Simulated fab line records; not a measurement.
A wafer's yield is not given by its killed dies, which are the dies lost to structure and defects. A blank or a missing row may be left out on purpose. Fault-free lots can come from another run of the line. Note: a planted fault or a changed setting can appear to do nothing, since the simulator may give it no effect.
fab line records	flow berkeleyCmos170	part 1 of 2: steps 1 to 29 of 39
record lots=5	wafers=15	lastDay=11
route steps=331 shown NVT@107 PVT@115 GATE@125 FIELD@126 PLDD@145
lots that met no fault: taken from a fault-free run of the same line
startH: hours from the record's opening day to when the first of the lot's shown wafers began	waitH: hours since the lot's step before	" repeats the value in the row above	L1.1+2: a single row standing in for several wafers	- no value present, or no start provided	* or withheld: withheld	< > ~ a bound
route shown NAME@n: names a module that has steps shown in the file, with the first one's number in the route	usual: mean/standard deviation of fault-free wafers	same: alike in all rows	chamber/n: place in a boat	sites: readings site by site	_std_site: the standard deviation of these	_edge_site: inner sites' mean taken away from outer sites' mean	radiusMm: for every site, how far away it sits from the centre of the wafer	mask NAME#n: copy n	behind: the tool/chamber that last shaped the wafer	hold: why the lot was held/for how many hours/how that ended	device: whichever transistor did not switch (one of n, p or np)	end of line: at the end of the route, the tests of the same wafers	for a step that has no rows: nothing shown but its recipe	killed: dies lost to structure and defects at the first sort, not the wafer's yield	map: a wafer's dies, marking killed ones x, the rest . and places with no die _
set.NAME: the run value of the setting; set.NAME@STEP: its run value at that earlier step	model.NAME: the simulator's own value behind a step, which no gauge read
certain route steps with their lots: each step a table, each wafer a row
services: when a tool's chamber went out of use (startH, in hours from the record's first day, below 0 if earlier), for how many hours, and the reason
## steps
# step UCB170_NVT_EXPOSE_03
# recipe maskId=PWELL	targetCdNm=3000	na=0.5	sigmaOuter=0.6	sourceShape=conventional	doseMj=30
# usual focusOffsetNm=0.1/0.47
lot.wafer	tool	chamber	startH	waitH	mask	focusOffsetNm
L085.3	krfScanner-01	0	173.07	0.3	PWELL#0	0.7
L085.5	"	0	"	"	PWELL#0	0.8
L085.6	"	0	"	"	PWELL#0	-0.3
L088.1	krfScanner-02	0	185.49	0.1	PWELL#0	-0.1
L088.3	"	0	"	"	PWELL#0	-0.5
L088.5	"	0	"	"	PWELL#0	-0.2
L090.1	krfScanner-02	0	202.80	0.4	PWELL#0	-0.6
L090.2	"	0	"	"	PWELL#0	0.3
L090.6	"	0	"	"	PWELL#0	1.2
L089.2	krfScanner-01	0	-	-	PWELL#0	0.0
L089.4	"	0	"	"	PWELL#0	-0.1
L089.5	"	0	"	"	PWELL#0	0.4
L093.2	krfScanner-02	0	211.75	0.2	PWELL#0	0.0
L093.4	"	0	"	"	PWELL#0	-0.4
L093.6	"	0	"	"	PWELL#0	0.5
# step UCB170_NVT_PEB_04
# recipe pebTempC=130	pebTimeS=withheld	resist=KrF
lot.wafer	tool	chamber	startH	waitH
L085.3+5+6	lithoTrack-02	0	173.20	0.1
L088.1+3+5	lithoTrack-04	0	185.61	0.1
L090.1+2+6	lithoTrack-02	0	203.85	1.0
L089.2+4+5	lithoTrack-03	0	-	-
L093.2+4+6	lithoTrack-04	0	211.98	0.2
# step UCB170_NVT_DEVELOP_05
# recipe developer=TMAH	developTimeS=45	resist=KrF	devTempC=21
lot.wafer	tool	chamber	startH	waitH
L085.3+5+6	lithoTrack-02	0	-	-
L088.1+3+5	lithoTrack-04	0	-	-
L090.1+2+6	lithoTrack-02	0	-	-
L089.2+4+5	lithoTrack-03	0	-	-
L093.2+4+6	lithoTrack-04	0	-	-
# step UCB170_NVT_OVL_MEAS_06
# usual NVT_OVL=3/5.4
lot.wafer	tool	chamber	startH	waitH	NVT_OVL[nm]
L085.3	overlay-01	-	173.44	-	6
L085.5	"	-	"	"	4
L085.6	"	-	"	"	9
L088.1	overlay-01	-	185.89	-	5
L088.3	"	-	"	"	1
L088.5	"	-	"	"	1
L090.1	overlay-01	-	204.12	-	2
L090.2	"	-	"	"	3
L090.6	"	-	"	"	5
L089.2	overlay-01	-	204.61	-	-1
L089.4	"	-	"	"	-2
L089.5	"	-	"	"	9
L093.2	overlay-02	-	212.24	-	1
L093.4	"	-	"	"	-2
L093.6	"	-	"	"	1
# step UCB170_NVT_IMPLANT_07
# recipe species=BF2	doseCm2=3e+12	energyKev=50	tiltDeg=7
# usual beamOnS=9.99/0.19
lot.wafer	tool	chamber	startH	waitH	beamOnS
L085.3	implanter-04	0	173.51	0.1	10.33
L085.5	"	0	"	"	10.04
L085.6	"	0	"	"	9.98
L088.1	implanter-01	0	185.92	0.0	9.79
L088.3	"	0	"	"	9.98
L088.5	"	0	"	"	9.90
L090.1	implanter-04	0	204.16	0.0	10.26
L090.2	"	0	"	"	9.50
L090.6	"	0	"	"	10.20
L089.2	implanter-01	0	204.67	0.0	10.13
L089.4	"	0	"	"	9.84
L089.5	"	0	"	"	9.95
L093.2	implanter-01	0	212.29	0.0	10.35
L093.4	"	0	"	"	10.10
L093.6	"	0	"	"	10.09
# step UCB170_NVT_STRIP_08
# recipe chemistry=O2	powerW=400	pressureMtorr=3500	platenTempC=withheld	o2FlowSccm=400	overashFraction=0.5
# usual drypumpMotorCurrentA=5.6/0.46	oesProductAu=0.734/0.0047	stripTimeToEndpointS=21.64/0.066
# same overashFraction=0.5
lot.wafer	tool	chamber	startH	waitH	drypumpMotorCurrentA	oesProductAu	rfHoursCounterH	stripTimeToEndpointS
L085.3	plasmaAsher-02	1	173.67	0.1	5.1	0.740	-	21.65
L085.5	"	0	"	"	4.9	0.727	-	21.68
L085.6	"	1	"	"	5.1	0.741	-	21.71
L088.1	plasmaAsher-04	0	186.07	0.1	6.2	0.723	9	21.68
L088.3	"	0	"	"	6.2	0.727	-	21.64
L088.5	"	1	"	"	5.8	0.742	-	21.68
L090.1	plasmaAsher-01	0	204.31	0.1	5.4	0.737	47	21.61
L090.2	"	1	"	"	5.8	0.734	47	21.63
L090.6	"	1	"	"	5.8	0.737	-	21.64
L089.2	plasmaAsher-01	0	204.79	0.1	5.4	0.739	47	21.62
L089.4	"	0	"	"	5.4	0.730	-	21.60
L089.5	"	0	"	"	5.4	0.744	-	21.65
L093.2	plasmaAsher-02	0	212.42	0.1	4.9	0.732	48	21.64
L093.4	"	0	"	"	4.9	0.734	-	21.62
L093.6	"	1	"	"	5.2	0.739	-	21.62
# step UCB170_NVT_TW_MEAS_09
# usual NVT_TW=525/4.1
lot.wafer	tool	chamber	startH	waitH	NVT_TW
L085.3	filmMetro-03	-	173.75	0.1	522
L085.5	"	-	"	"	523
L085.6	"	-	"	"	524
L088.1	filmMetro-02	-	186.17	0.1	523
L088.3	"	-	"	"	523
L088.5	"	-	"	"	522
L090.1	filmMetro-01	-	204.41	0.1	524
L090.2	"	-	"	"	524
L090.6	"	-	"	"	525
L089.2	filmMetro-01	-	204.90	0.1	525
L089.4	"	-	"	"	526
L089.5	"	-	"	"	526
L093.2	filmMetro-01	-	212.53	0.1	526
L093.4	"	-	"	"	527
L093.6	"	-	"	"	525
# step UCB170_NVT_CLEAN_10
# recipe chemistry=SPM	tempC=120	timeS=600
# usual bathGuardTempC=120.0/0.65
lot.wafer	tool	chamber	startH	waitH	bathGuardTempC
L085.3	wetBench-01	3	173.79	0.0	118.6
L085.5	"	3	"	"	118.5
L085.6	"	3	"	"	119.0
L088.1	wetBench-03	0	186.23	0.1	120.7
L088.3	"	0	"	"	120.6
L088.5	"	0	"	"	120.5
L090.1	wetBench-04	0	204.47	0.1	120.1
L090.2	"	0	"	"	119.5
L090.6	"	0	"	"	119.7
L089.2	wetBench-04	0	204.95	0.0	119.5
L089.4	"	0	"	"	120.0
L089.5	"	0	"	"	120.0
L093.2	wetBench-03	1	213.10	0.6	120.1
L093.4	"	1	"	"	120.0
L093.6	"	1	"	"	119.8
# step UCB170_PVT_HMDS_00
# recipe primeTimeS=60	primeTempC=100
lot.wafer	tool	chamber	startH	waitH
L085.3+5+6	lithoTrack-01	0	174.71	0.7
L088.1+3+5	lithoTrack-02	0	186.96	0.5
L090.1+2+6	lithoTrack-02	0	205.30	0.7
L089.2+4+5	lithoTrack-02	0	205.77	0.6
L093.2+4+6	lithoTrack-02	0	213.30	0.0
# step UCB170_PVT_COAT_01
# recipe resist=KrF	spinRpm=1500	resistThkNm=900
# usual dispensePressureKPa=48.8/1.9
lot.wafer	tool	chamber	startH	waitH	dispensePressureKPa
L085.3	lithoTrack-01	0	174.86	0.1	49.9
L085.5	"	0	"	"	49.9
L085.6	"	0	"	"	49.9
L088.1	lithoTrack-02	0	187.11	0.1	50.2
L088.3	"	0	"	"	50.3
L088.5	"	0	"	"	50.2
L090.1	lithoTrack-02	0	205.45	0.1	50.2
L090.2	"	0	"	"	50.3
L090.6	"	0	"	"	50.3
L089.2	lithoTrack-02	0	205.92	0.1	50.2
L089.4	"	0	"	"	50.2
L089.5	"	0	"	"	50.2
L093.2	lithoTrack-02	0	213.45	0.1	50.2
L093.4	"	0	"	"	50.3
L093.6	"	0	"	"	50.3
# step UCB170_PVT_SOFTBAKE_02
# recipe resist=KrF	tempC=128.9	timeS=60
lot.wafer	tool	chamber	startH	waitH
L085.3+5+6	lithoTrack-01	0	175.01	0.1
L088.1+3+5	lithoTrack-02	0	187.26	0.1
L090.1+2+6	lithoTrack-02	0	205.60	0.1
L089.2+4+5	lithoTrack-02	0	206.07	0.1
L093.2+4+6	lithoTrack-02	0	213.60	0.1
# step UCB170_PVT_EXPOSE_03
# recipe maskId=NWELL	targetCdNm=3000	na=0.5	sigmaOuter=0.6	sourceShape=conventional	doseMj=30
# usual focusOffsetNm=0.0/0.53
lot.wafer	tool	chamber	startH	waitH	mask	focusOffsetNm
L085.3	krfScanner-02	0	175.28	0.2	NWELL#0	-1.0
L085.5	"	0	"	"	NWELL#0	-0.3
L085.6	"	0	"	"	NWELL#0	0.3
L088.1	krfScanner-01	0	187.41	0.1	NWELL#0	0.9
L088.3	"	0	"	"	NWELL#0	0.6
L088.5	"	0	"	"	NWELL#0	0.6
L090.1	krfScanner-01	0	205.75	0.1	NWELL#0	-0.4
L090.2	"	0	"	"	NWELL#0	-0.1
L090.6	"	0	"	"	NWELL#0	-0.1
L089.2	krfScanner-01	0	206.34	0.2	NWELL#0	-0.5
L089.4	"	0	"	"	NWELL#0	0.2
L089.5	"	0	"	"	NWELL#0	0.3
L093.2	krfScanner-01	0	213.87	0.2	NWELL#0	-0.5
L093.4	"	0	"	"	NWELL#0	0.3
L093.6	"	0	"	"	NWELL#0	0.4
# step UCB170_PVT_PEB_04
# recipe pebTempC=130	pebTimeS=withheld	resist=KrF
lot.wafer	tool	chamber	startH	waitH
L085.3+5+6	lithoTrack-03	0	175.67	0.4
L088.1+3+5	lithoTrack-01	0	187.77	0.3
L090.1+2+6	lithoTrack-01	0	206.39	0.6
L089.2+4+5	lithoTrack-03	0	207.36	1.0
L093.2+4+6	lithoTrack-02	0	214.00	0.1
# step UCB170_PVT_DEVELOP_05
# recipe developer=TMAH	developTimeS=45	resist=KrF	devTempC=21
lot.wafer	tool	chamber	startH	waitH
L085.3+5+6	lithoTrack-03	0	-	-
L088.1+3+5	lithoTrack-01	0	-	-
L090.1+2+6	lithoTrack-01	0	-	-
L089.2+4+5	lithoTrack-03	0	-	-
L093.2+4+6	lithoTrack-02	0	-	-
# step UCB170_PVT_OVL_MEAS_06
# usual PVT_OVL=-3/5.8
lot.wafer	tool	chamber	startH	waitH	PVT_OVL[nm]
L085.3	overlay-02	-	175.91	-	-8
L085.5	"	-	"	"	-10
L085.6	"	-	"	"	-6
L088.1	overlay-02	-	188.04	-	-4
L088.3	"	-	"	"	2
L088.5	"	-	"	"	6
L090.1	overlay-01	-	206.67	-	6
L090.2	"	-	"	"	5
L090.6	"	-	"	"	10
L089.2	overlay-01	-	207.61	-	-5
L089.4	"	-	"	"	-7
L089.5	"	-	"	"	-8
L093.2	overlay-02	-	214.25	-	0
L093.4	"	-	"	"	2
L093.6	"	-	"	"	6
# step UCB170_PVT_IMPLANT_07
# recipe species=P	doseCm2=2e+12	energyKev=30	tiltDeg=6.893
# usual beamOnS=10.02/0.22
lot.wafer	tool	chamber	startH	waitH	beamOnS
L085.3	implanter-02	0	175.98	0.1	10.43
L085.5	"	0	"	"	9.76
L085.6	"	0	"	"	9.96
L088.1	implanter-02	0	188.08	0.0	10.13
L088.3	"	0	"	"	9.86
L088.5	"	0	"	"	10.00
L090.1	implanter-02	0	206.70	0.0	9.91
L090.2	"	0	"	"	9.93
L090.6	"	0	"	"	10.21
L089.2	implanter-04	0	207.67	0.0	9.81
L089.4	"	0	"	"	10.06
L089.5	"	0	"	"	10.31
L093.2	implanter-03	0	214.31	0.0	10.44
L093.4	"	0	"	"	10.08
L093.6	"	0	"	"	10.19
# step UCB170_PVT_STRIP_08
# recipe chemistry=O2	powerW=400	pressureMtorr=3500	platenTempC=withheld	o2FlowSccm=400	overashFraction=0.5
# usual drypumpMotorCurrentA=5.8/0.31	oesProductAu=0.735/0.0045	stripTimeToEndpointS=21.65/0.062
# same overashFraction=0.5
lot.wafer	tool	chamber	startH	waitH	drypumpMotorCurrentA	oesProductAu	rfHoursCounterH	stripTimeToEndpointS
L085.3	plasmaAsher-04	0	176.12	0.1	6.2	0.736	-	21.68
L085.5	"	1	"	"	5.8	0.738	-	21.67
L085.6	"	0	"	"	6.2	0.734	-	21.73
L088.1	plasmaAsher-03	1	188.23	0.1	5.5	0.733	38	21.63
L088.3	"	0	"	"	6.2	0.734	-	21.61
L088.5	"	1	"	"	5.5	0.726	-	21.62
L090.1	plasmaAsher-01	1	206.85	0.1	5.8	0.738	48	21.61
L090.2	"	0	"	"	5.4	0.733	48	21.59
L090.6	"	0	"	"	5.3	0.735	-	21.65
L089.2	plasmaAsher-01	0	207.79	0.1	5.4	0.731	48	21.75
L089.4	"	0	"	"	5.4	0.735	-	21.67
L089.5	"	0	"	"	5.4	0.741	-	21.71
L093.2	plasmaAsher-04	0	214.43	0.1	6.2	0.736	13	21.67
L093.4	"	1	"	"	5.8	0.742	-	21.65
L093.6	"	0	"	"	6.2	0.734	-	21.68
# step UCB170_PVT_TW_MEAS_09
# usual PVT_TW=504/4.2
lot.wafer	tool	chamber	startH	waitH	PVT_TW
L085.3	filmMetro-04	-	176.20	0.1	503
L085.5	"	-	"	"	500
L085.6	"	-	"	"	498
L088.1	filmMetro-01	-	188.33	0.1	504
L088.3	"	-	"	"	506
L088.5	"	-	"	"	506
L090.1	filmMetro-04	-	206.96	0.1	501
L090.2	"	-	"	"	501
L090.6	"	-	"	"	501
L089.2	filmMetro-03	-	207.90	0.1	509
L089.4	"	-	"	"	507
L089.5	"	-	"	"	507
L093.2	filmMetro-04	-	214.54	0.1	500
L093.4	"	-	"	"	500
L093.6	"	-	"	"	500
# step UCB170_GATE_WET_ETCH_00
# recipe chemistry=dHF	dilution=25:1	target=SiO2	tempC=25	timeS=200
lot.wafer	tool	chamber	startH	waitH
L085.3+5+6	wetBench-02	1	176.24	0.0
L088.1+3+5	wetBench-03	1	188.81	0.5
L090.1+2+6	wetBench-02	2	207.02	0.1
L089.2+4+5	wetBench-03	0	207.95	0.0
L093.2+4+6	wetBench-02	0	214.59	0.0
# step UCB170_FIELD_THK_MEAS_91
# recipe reads=SiO2_of_FIELD_OXIDATION_01
# usual FIELD_OXIDE_LEFT_2_THK=355/8.8
lot.wafer	tool	chamber	startH	waitH	FIELD_OXIDE_LEFT_2_THK[nm]
L085.3	filmMetro-01	-	176.33	0.0	339
L085.5	"	-	"	"	341
L085.6	"	-	"	"	354
L088.1	filmMetro-01	-	188.88	0.0	358
L088.3	"	-	"	"	357
L088.5	"	-	"	"	342
L090.1	filmMetro-01	-	207.09	0.0	352
L090.2	"	-	"	"	361
L090.6	"	-	"	"	368
L089.2	filmMetro-04	-	208.03	0.0	361
L089.4	"	-	"	"	356
L089.5	"	-	"	"	361
L093.2	filmMetro-03	-	214.67	0.0	362
L093.4	"	-	"	"	372
L093.6	"	-	"	"	366
# step UCB170_GATE_OXIDATION_01
# recipe tempC=850	ambient=O2	targetThkA=66	oxTimeS=1800
# usual oxTempC=849.9/0.39	spikeTcLoadC=871.9/2.7
lot.wafer	tool	chamber	startH	waitH	oxTempC	spikeTcLoadC
L085.3	furnace-01	0	180.85	4.5	850.6	870.1
L085.5	"	0	"	"	850.1	868.2
L085.6	"	0	"	"	849.5	869.9
L088.1	furnace-01	0	192.62	3.7	850.1	871.1
L088.3	"	0	"	"	849.5	868.9
L088.5	"	0	"	"	849.4	871.3
L089.2	furnace-01	0	208.40	0.4	849.7	867.5
L089.4	"	0	"	"	850.3	868.2
L089.5	"	0	"	"	850.2	869.3
L090.1	furnace-01	0	208.40	1.3	849.6	871.2
L090.2	"	0	"	"	849.8	869.0
L090.6	"	0	"	"	849.9	870.8
L093.2	furnace-01	0	215.90	1.2	850.1	870.5
L093.4	"	0	"	"	850.0	868.7
L093.6	"	0	"	"	850.3	870.6
# step UCB170_GATE_THK_MEAS_02
# recipe reads=SiO2_of_GATE_OXIDATION_01
# usual GATE_OXIDE_THK=6.53/0.14
lot.wafer	tool	chamber	startH	waitH	GATE_OXIDE_THK[nm]
L085.3	filmMetro-01	-	182.37	0.0	6.42
L085.5	"	-	"	"	6.47
L085.6	"	-	"	"	6.48
L088.1	filmMetro-01	-	194.12	0.0	6.37
L088.3	"	-	"	"	6.38
L088.5	"	-	"	"	6.38
L090.1	filmMetro-02	-	209.90	0.0	6.42
L090.2	"	-	"	"	6.45
L090.6	"	-	"	"	6.25
L089.2	filmMetro-01	-	209.97	0.1	6.58
L089.4	"	-	"	"	6.64
L089.5	"	-	"	"	6.39
L093.2	filmMetro-04	-	217.41	0.0	6.17
L093.4	"	-	"	"	6.34
L093.6	"	-	"	"	6.24
# step UCB170_GATE_ANNEAL_03
# recipe tempC=900	timeS=1800	ambient=N2
# usual spikeTcLoadC=920.6/1.8
lot.wafer	tool	chamber	startH	waitH	spikeTcLoadC
L085.3	furnace-02	0	187.20	4.8	921.2
L085.5	"	0	"	"	920.5
L085.6	"	0	"	"	920.8
L088.1	furnace-02	0	197.55	3.4	921.8
L088.3	"	0	"	"	919.7
L088.5	"	0	"	"	919.6
L089.2	furnace-02	0	211.23	1.2	920.7
L089.4	"	0	"	"	919.8
L089.5	"	0	"	"	920.4
L090.1	furnace-02	0	211.23	1.3	920.3
L090.2	"	0	"	"	920.9
L090.6	"	0	"	"	920.8
L093.2	furnace-01	0	221.49	4.1	920.4
L093.4	"	0	"	"	922.5
L093.6	"	0	"	"	921.2
# step UCB170_GATE_CVD_04
# recipe material=poly-Si	tempC=610	precursor=SiH4	timeS=1440	pressureMtorr=375	targetThkNm=214	sih4FlowSccm=120
# usual spikeTcLoadC=633/3.1
lot.wafer	tool	chamber	startH	waitH	spikeTcLoadC
L085.3	lpcvd-01	1	188.70	0.0	636
L085.5	"	1	"	"	635
L085.6	"	1	"	"	635
L088.1	lpcvd-01	1	199.05	0.0	636
L088.3	"	1	"	"	635
L088.5	"	1	"	"	636
L089.2	lpcvd-02	0	213.66	0.9	636
L089.4	"	0	"	"	636
L089.5	"	0	"	"	637
L090.1	lpcvd-02	1	213.66	0.9	628
L090.2	"	1	"	"	631
L090.6	"	1	"	"	630
L093.2	lpcvd-02	0	222.99	0.0	635
L093.4	"	0	"	"	635
L093.6	"	0	"	"	636
# step UCB170_GATE_THK_MEAS_05
# recipe reads=poly-Si_of_GATE_CVD_04
# usual GATE_POLY_THK=214.0/2.4
lot.wafer	tool	chamber	startH	waitH	GATE_POLY_THK[nm]
L085.3	filmMetro-04	-	190.14	0.0	211.6
L085.5	"	-	"	"	211.1
L085.6	"	-	"	"	210.1
L088.1	filmMetro-04	-	200.45	0.0	217.7
L088.3	"	-	"	"	218.5
L088.5	"	-	"	"	216.4
L090.1	filmMetro-04	-	215.06	0.0	214.5
L090.2	"	-	"	"	213.5
L090.6	"	-	"	"	213.5
L089.2	filmMetro-02	-	215.13	0.1	214.1
L089.4	"	-	"	"	214.9
L089.5	"	-	"	"	217.8
L093.2	filmMetro-01	-	224.49	0.1	212.0
L093.4	"	-	"	"	212.9
L093.6	"	-	"	"	214.1
# step UCB170_GATE_COAT_06
# recipe resist=BARC	tempC=withheld	timeS=withheld	spinRpm=3000	resistThkNm=withheld
# usual dispensePressureKPa=48.2/1.5
lot.wafer	tool	chamber	startH	waitH	dispensePressureKPa
L085.3	lithoTrack-04	0	190.39	0.2	48.7
L085.5	"	0	"	"	48.7
L085.6	"	0	"	"	48.7
L088.1	lithoTrack-04	0	200.51	0.1	48.7
L088.3	"	0	"	"	48.7
L088.5	"	0	"	"	48.6
L090.1	lithoTrack-04	0	216.16	1.1	48.7
L090.2	"	0	"	"	48.7
L090.6	"	0	"	"	48.7
L089.2	lithoTrack-01	0	216.40	1.3	49.9
L089.4	"	0	"	"	50.0
L089.5	"	0	"	"	49.9
L093.2	lithoTrack-03	0	224.57	0.1	46.2
L093.4	"	0	"	"	46.2
L093.6	"	0	"	"	46.2
# step UCB170_GATE_COAT_07
# recipe resist=KrF	spinRpm=1500	resistThkNm=900
# usual dispensePressureKPa=48.2/1.5
lot.wafer	tool	chamber	startH	waitH	dispensePressureKPa
L085.3	lithoTrack-04	0	-	-	48.6
L085.5	"	0	"	"	48.6
L085.6	"	0	"	"	48.5
L088.1	lithoTrack-04	0	-	-	48.6
L088.3	"	0	"	"	48.6
L088.5	"	0	"	"	48.6
L090.1	lithoTrack-04	0	-	-	48.6
L090.2	"	0	"	"	48.6
L090.6	"	0	"	"	48.6
L089.2	lithoTrack-01	0	-	-	50.0
L089.4	"	0	"	"	49.9
L089.5	"	0	"	"	49.9
L093.2	lithoTrack-03	0	-	-	46.2
L093.4	"	0	"	"	46.2
L093.6	"	0	"	"	46.2
# step UCB170_GATE_SOFTBAKE_08
# recipe resist=KrF	tempC=130	timeS=60
lot.wafer	tool	chamber	startH	waitH
L085.3+5+6	lithoTrack-04	0	-	-
L088.1+3+5	lithoTrack-04	0	-	-
L090.1+2+6	lithoTrack-04	0	-	-
L089.2+4+5	lithoTrack-01	0	-	-
L093.2+4+6	lithoTrack-03	0	-	-
# step UCB170_GATE_EXPOSE_09
# recipe maskId=POLY	targetCdNm=350	na=0.5	sigmaOuter=0.6	sourceShape=conventional	doseMj=21
# usual focusOffsetNm=0.0/0.58
lot.wafer	tool	chamber	startH	waitH	mask	focusOffsetNm
L085.3	krfScanner-01	0	191.13	-	POLY#0	0.4
L085.5	"	0	"	"	POLY#0	0.5
L085.6	"	0	"	"	POLY#0	-0.1
L088.1	krfScanner-02	0	201.08	-	POLY#0	0.1
L088.3	"	0	"	"	POLY#0	-0.4
L088.5	"	0	"	"	POLY#0	-0.1
L090.1	krfScanner-02	0	216.64	-	POLY#0	-1.1
L090.2	"	0	"	"	POLY#0	-0.5
L090.6	"	0	"	"	POLY#0	-0.9
L089.2	krfScanner-01	0	217.02	-	POLY#0	0.1
L089.4	"	0	"	"	POLY#0	0.4
L089.5	"	0	"	"	POLY#0	0.3
L093.2	krfScanner-02	0	225.01	-	POLY#0	-0.1
L093.4	"	0	"	"	POLY#0	0.1
L093.6	"	0	"	"	POLY#0	0.6
